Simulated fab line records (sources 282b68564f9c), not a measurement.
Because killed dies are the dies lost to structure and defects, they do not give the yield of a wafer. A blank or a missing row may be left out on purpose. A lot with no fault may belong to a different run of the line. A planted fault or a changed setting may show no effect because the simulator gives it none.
Which tool was responsible?    flow rit-cmos    14 lots, 42 wafers sampled, at 2 steps of a route of 202

== WHAT THE GAUGES READ, wafer by wafer ==
No reading from a measuring or inspecting step in the record can be judged against a usual standard deviation.

== TOOL THAT RAN EACH LOT (tool first, then ch and the chambers of the sampled wafers, then the start) ==
lot   RIT_NLDD_IMPLANT_08             RIT_M1_PROBE_99
L809  implanter-04 ch 0, day 3 00:19  -
L810  implanter-02 ch 0, day 3 00:35  prober-02, day 3 17:15
L811  implanter-03 ch 0, day 3 08:38  -
L812  implanter-02 ch 0, day 3 11:07  -
L813  implanter-02 ch 0, day 3 17:53  -
L814  implanter-03 ch 0, day 3 23:29  -
L815  implanter-04 ch 0, day 4 06:20  -
L817  implanter-04 ch 0, day 4 18:27  -
L820  implanter-02 ch 0, day 5 04:21  -
L821  implanter-02 ch 0, day 5 11:43  -
L823  implanter-04 ch 0, day 5 21:28  -
L827  implanter-04 ch 0, day 6 17:08  -
L828  implanter-04 ch 0, day 6 19:41  prober-01, day 7 11:37
L830  implanter-04 ch 0, day 7 07:55  prober-02, day 7 23:31
- RIT_NLDD_IMPLANT_08
- RIT_M1_PROBE_99

== AS READ BY THE TOOLS THEMSELVES (means over the sampled wafers that have a number; for cases with no such wafer, the mark the record gives instead) ==
RIT_NLDD_IMPLANT_08.
lot   tool          tilt-deg (degrees)
L809  implanter-04  6.990
L810  implanter-02  6.993
L811  implanter-03  6.959
L812  implanter-02  6.978
L813  implanter-02  7.013
L814  implanter-03  6.992
L815  implanter-04  7.019
L817  implanter-04  7.000
L820  implanter-02  6.712
L821  implanter-02  6.685
L823  implanter-04  7.018
L827  implanter-04  6.991
L828  implanter-04  7.003
L830  implanter-04  7.007

RIT_M1_PROBE_99.
lot   tool       killed-at-contacts  killed-at-front-end  killed-dies  killed-open  killed-short
L810  prober-02  0.0                 4                    4            3.0          1.3
L828  prober-01  0.0                 6                    6            2.3          3.7
L830  prober-02  0.0                 9                    9            4.0          5.0

== THE ANSWER, worked out from the rows above alone ==
Rule: the usual values come from the lots themselves. Put in order of their means at a reading, lots are off if they are a third of the lots or fewer, leave a main group of 4 or more, and stand apart from it by a gap of 3 or more times the standard deviation of the main group's means; of several such gaps the widest counts. Not used: any main group whose means are identical at the precision the tables above print for the reading. A lot without any number at a reading at which 4 lots or more have one is off too. Where the step has rows for the other lots, those lots are counted as sound. Order of review: gauges by route order, followed by the tools' own readings, for which a lot's mean as printed above is used. At the first step where some lot is off, the reading lying furthest off is the one used; lots without a number count as furthest.
Off, at RIT_NLDD_IMPLANT_08 on tilt-deg: L820, L821. The main group: mean 6.997 degrees, standard deviation 0.016.
If a tool, at that step or one of the process steps before it, ran each lot that is off and ran no sound lot following the first of them, it fits. One fits: RIT_NLDD_IMPLANT_08 on implanter-02. Its last sound lot is L813 (day 3 17:53), its first lot that is off L820 (day 5 04:21): a fault that began between those two fits.
The tool's own readings at RIT_NLDD_IMPLANT_08 bear it out: on the lots that are off they differ by more than 5 times the standard deviation of the sound lots' means. tilt-deg reads 6.698 degrees there against 6.997 degrees on the sound lots.

== WHAT WAS PUT IN BY THE SIMULATOR ==
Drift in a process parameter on implanter-02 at RIT_NLDD_IMPLANT_08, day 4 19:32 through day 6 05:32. Setting tilt-deg shifted by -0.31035 from 7. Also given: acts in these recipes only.
Shown lots that were struck: L820, L821. Same finding as the rule above.
